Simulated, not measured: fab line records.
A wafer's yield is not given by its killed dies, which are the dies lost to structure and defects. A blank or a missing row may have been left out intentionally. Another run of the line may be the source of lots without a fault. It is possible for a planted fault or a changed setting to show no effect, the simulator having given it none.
Which tool did it? | flow rit_cmos | Sampling: 6 lots, 18 wafers, 2 of 202 route steps

== WHAT THE GAUGES READ, wafer by wafer ==
RIT_M1_RS_MEAS_01: measures by four-point-probe.
lot  | measured    | on            | M1_AL_RS (ohm/sq)
L164 | day 3 21:37 | film_metro-02 | 0.0745 0.0747 0.0748
L166 | day 4 08:14 | film_metro-02 | 0.0743 0.0750 0.0738
L168 | day 4 16:59 | film_metro-02 | 0.0755 0.0751 0.0761
L170 | day 5 06:10 | film_metro-04 | 0.0751 0.0739 0.0752
L173 | day 5 19:29 | film_metro-04 | 0.0749 0.0737 0.0738
L180 | day 7 03:41 | film_metro-03 | 0.0752 0.0757 0.1426 0.0755 0.0758 0.1429

== EACH LOT AND THE TOOL THAT RAN IT (in order: tool; ch and the chambers of the sampled wafers; start) ==
lot  | RIT_M1_SPUTTER_00
L164 | pvd_sputter-02, day 3 21:17
L166 | pvd_sputter-02, day 4 07:56
L168 | pvd_sputter-02, day 4 16:41
L170 | pvd_sputter-04, day 5 05:52
L173 | pvd_sputter-01, day 5 19:10
L180 | pvd_sputter-01, day 7 03:23
- RIT_M1_SPUTTER_00: material Al, target thk 400 nm, time 500 s.

== THE ANSWER, worked out from the rows above alone ==
Rule: usual is defined by the lots themselves. Put in order of their means at a reading, lots are off if they are a third of the lots or fewer, leave a main group of 4 or more, and stand apart from it by a gap of 3 or more times the standard deviation of the main group's means; of several such gaps the widest counts. A main group whose means are all the same, to the digits that the tables above print for the reading, isn't used. A lot without any number at a reading at which 4 lots or more have one is off too. The other lots that the step has rows for count as sound.
Off: at RIT_M1_RS_MEAS_01 (M1_AL_RS), L180. The main group has a mean of 0.0747 ohm/sq with a standard deviation of 0.00049.
If a tool, at a process step before that reading, ran all the lots that are off and no sound lot after the first of them, it fits. Gauges at RIT_M1_RS_MEAS_01: tried the same way as those tools. 2 tools fit, pvd_sputter-01 at RIT_M1_SPUTTER_00 and film_metro-03 at RIT_M1_RS_MEAS_01, so this cannot tell which one it is.

== WHAT THE SIMULATOR HAD INSERTED ==
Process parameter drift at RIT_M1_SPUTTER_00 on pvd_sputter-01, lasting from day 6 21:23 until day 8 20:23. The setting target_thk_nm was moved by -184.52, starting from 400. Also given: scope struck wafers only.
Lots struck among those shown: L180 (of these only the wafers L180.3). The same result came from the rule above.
